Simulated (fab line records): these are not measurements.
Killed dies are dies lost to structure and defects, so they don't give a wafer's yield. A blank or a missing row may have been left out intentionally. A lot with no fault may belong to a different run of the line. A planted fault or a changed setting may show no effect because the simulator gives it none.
A lot that was struck, set against a sound lot -- flow berkeley_cmos170 -- 16 out of 331 route steps
Sound: the wafers L321.1, L321.3, L321.4. The struck wafers were L329.2, L329.4, L329.5. At the end, the cause is stated.
Per side, at each step with rows, come the tool, then ch with its chambers, and then its first start. Under that, the readings that differ: sound wafers -- struck wafers -- difference of the means -- sigmas: that difference in standard deviations of wafers without a fault.
alike: a reading whose means differ by less than 2 such deviations, as well as words and numbers matching on both sides. not compared: withheld readings; readings where some wafer has no value; bounds like >300 that might hide an equal value; numbers whose values overlap and for which the record gives no deviation.
A row with sigmas, a row that says differs or no value, or rows on one side alone: a step with any of these is where the two part. Numbers that don't overlap but have no deviation are shown without sigmas and don't part them. A reading that every wafer of one side lacks parts them only if that side has two wafers or more.

first, 3 steps without rows for these wafers: UCB170_PWELL_EXPOSE_10 (exposes mask PWELL, target cd 3000 nm); UCB170_PWELL_PEB_11; UCB170_PWELL_DEVELOP_12 (develop time 45 s).
UCB170_PWELL_OVL_MEAS_13:
  sound on overlay-02, day 3 13:25; struck on overlay-02, day 5 17:55
reading,sound,struck,difference,sigmas
PWELL_OVL (nm),-7 -12 -12,5 3 2,+14,+2
UCB170_PWELL_ETCH_14: etches Si3N4 in CH3F/Ar/O2, stops on SiO2, target depth 242 nm, time 151 s.
  sound on rie_diel-01 ch 0,1,3, day 3 13:28; struck on rie_diel-02 ch 0,2,3, day 5 17:56
  alike: drypump_motor_current_A, oes_product_au, throttle_valve_pct
  not compared: rf_hours_counter_h
following that, these wafers have no rows for 1 step: UCB170_PWELL_IMPLANT_15.
UCB170_PWELL_STRIP_16: strips in O2.
  sound on plasma_asher-04 ch 0,1, day 3 13:43; struck on plasma_asher-01 ch 0,1, day 5 18:11
reading,sound,struck,difference,sigmas
strip_time_to_endpoint_s (s),18.07 18.12 18.00,18.25 18.25 18.27,+0.19,+3
  alike: drypump_motor_current_A, oes_product_au
  not compared: rf_hours_counter_h
UCB170_PWELL_TW_MEAS_17:
  sound on film_metro-03, day 3 13:49; struck on film_metro-04, day 5 18:18
  alike: PWELL_TW
then, 4 steps without rows for these wafers: UCB170_PWELL_CLEAN_18 (cleans in SPM, time 600 s); UCB170_PWELL_WET_ETCH_19 (etches Si3N4 in H3PO4, time 14400 s); UCB170_PWELL_WET_ETCH_20 (etches SiO2 in BOE, time 22 s); UCB170_WELLDRIVE_CLEAN_00 (cleans in SPM, time 600 s).
UCB170_WELLDRIVE_OXIDATION_01: target thk 199 nm, ox time 9000 s.
  sound on furnace-04 ch 0, day 3 22:32; struck on furnace-02 ch 0, day 6 10:40
  alike: ox_temp_c, tube_center_temp_C
UCB170_WELLDRIVE_THK_MEAS_02:
  sound on film_metro-03, day 4 02:04; struck on film_metro-02, day 6 14:10
reading,sound,struck,difference,sigmas
WELLDRIVE_OXIDE_THK (nm),202 201 206,314 317 311,+111,+29
then, 2 steps without rows for these wafers: UCB170_WELLDRIVE_ANNEAL_03 (time 900 s); UCB170_M3_PROBE_99.

== WHERE THEY PART ==
At UCB170_PWELL_OVL_MEAS_13 first; at UCB170_WELLDRIVE_THK_MEAS_02 last (within this record only).

WHY: the cause the simulator had injected
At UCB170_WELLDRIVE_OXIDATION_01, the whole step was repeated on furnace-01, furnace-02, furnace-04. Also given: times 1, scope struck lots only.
